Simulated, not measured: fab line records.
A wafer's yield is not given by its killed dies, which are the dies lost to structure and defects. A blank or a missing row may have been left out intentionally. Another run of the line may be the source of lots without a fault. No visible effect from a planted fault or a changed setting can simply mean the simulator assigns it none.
Check of tool commonality | flow berkeley-cmos170 | Lots sampled 14, wafers sampled 42

== WHY IT WAS OPENED ==
UCB170_PWELL_THK_MEAS_03, reading PWELL_OXIDE_THK: flagged on 2 of 14 lots. No-fault wafers: 26.5 nm, standard deviation 0.48.
Rule: flag the lot when none of its wafers has a number, or when each of its wafers that has one lies beyond 4 standard deviations from that mean. All remaining lots are regarded as sound.

lot  | measured    | on            | PWELL_OXIDE_THK (nm), wafer by wafer | flag
L473 | day 2 18:34 | film-metro-03 | 26.6 26.5 27.1                       |
L474 | day 3 04:25 | film-metro-04 | 26.2 26.2 26.5                       |
L475 | day 3 13:01 | film-metro-03 | 27.2 27.4 27.0                       |
L476 | day 3 13:01 | film-metro-01 | 27.0 27.4 27.3                       |
L477 | day 3 23:54 | film-metro-01 | 25.9 26.0 26.0                       |
L478 | day 3 23:54 | film-metro-04 | 27.5 27.0 27.2                       |
L479 | day 4 11:43 | film-metro-03 | 25.9 25.9 26.4                       |
L480 | day 4 11:43 | film-metro-04 | 26.2 26.7 26.3                       |
L483 | day 4 19:55 | film-metro-03 | 26.7 26.3 26.6                       |
L489 | day 6 06:15 | film-metro-04 | 26.1 25.9 26.0                       |
L490 | day 6 16:29 | film-metro-03 | 30.0 29.6 29.7                       | FLAGGED
L491 | day 6 16:29 | film-metro-04 | 29.5 29.2 29.0                       | FLAGGED
L493 | day 7 08:14 | film-metro-03 | 26.3 26.5 25.9                       |
L495 | day 7 08:17 | film-metro-03 | 26.3 26.2 26.5                       |
On average the flagged lots' numbers are 29.5 nm, which is +3.0 nm against the usual, or +6 standard deviations.

== LOT BY LOT: THE TOOL USED ==
The record holds 1 process step before the reading, out of a route of 331 steps. Each cell gives the tool, then ch followed by the chambers the sampled wafers passed through, then the start.
lot  | flag    | UCB170_PWELL_OXIDATION_02
L473 |         | furnace-04 ch 0, day 2 17:12
L474 |         | furnace-02 ch 0, day 3 03:04
L475 |         | furnace-04 ch 0, day 3 11:40
L476 |         | furnace-04 ch 0, day 3 11:40
L477 |         | furnace-04 ch 0, day 3 22:33
L478 |         | furnace-04 ch 0, day 3 22:33
L479 |         | furnace-02 ch 0, day 4 10:22
L480 |         | furnace-02 ch 0, day 4 10:22
L483 |         | furnace-02 ch 0, day 4 18:33
L489 |         | furnace-02 ch 0, day 6 04:45
L490 | FLAGGED | furnace-04 ch 0, day 6 15:08
L491 | FLAGGED | furnace-04 ch 0, day 6 15:08
L493 |         | furnace-02 ch 0, day 7 06:53
L495 |         | furnace-02 ch 0, day 7 06:53
What these steps do:
- UCB170_PWELL_OXIDATION_02: target thk 26.4 nm, ox time 1260 s.
- UCB170_PWELL_THK_MEAS_03

== FLAGGED AGAINST TOTAL, ONE TOOL AT A TIME (gauges that did the reading follow at the end) ==
step                      | tool          | lots run | flagged | share of the flagged lots | sound lots run after its first flagged lot
UCB170_PWELL_OXIDATION_02 | furnace-02    | 7        | 0       | none                      | -
UCB170_PWELL_OXIDATION_02 | furnace-04    | 7        | 2       | all                       | 0
UCB170_PWELL_THK_MEAS_03  | film-metro-01 | 2        | 0       | none                      | -
UCB170_PWELL_THK_MEAS_03  | film-metro-03 | 7        | 1       | some                      | 2 (L493,L495)
UCB170_PWELL_THK_MEAS_03  | film-metro-04 | 5        | 1       | some                      | 0

== WHAT THE TABLE PERMITS ==
1 row of the table ran every flagged lot: furnace-04 at UCB170_PWELL_OXIDATION_02.
- furnace-04 at UCB170_PWELL_OXIDATION_02: 2 of its 7 lots flagged. Last sound lot L477 at day 3 22:33, first flagged lot L490 at day 6 15:08; a fault beginning in between fits.
Left over: one tool, furnace-04 at UCB170_PWELL_OXIDATION_02.

== WHAT THE SIMULATOR HAD PUT IN ==
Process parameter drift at UCB170_PWELL_OXIDATION_02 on furnace-04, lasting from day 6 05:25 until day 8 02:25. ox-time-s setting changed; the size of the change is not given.
Lots struck among those shown: L490, L491. The same result came from the rule above.
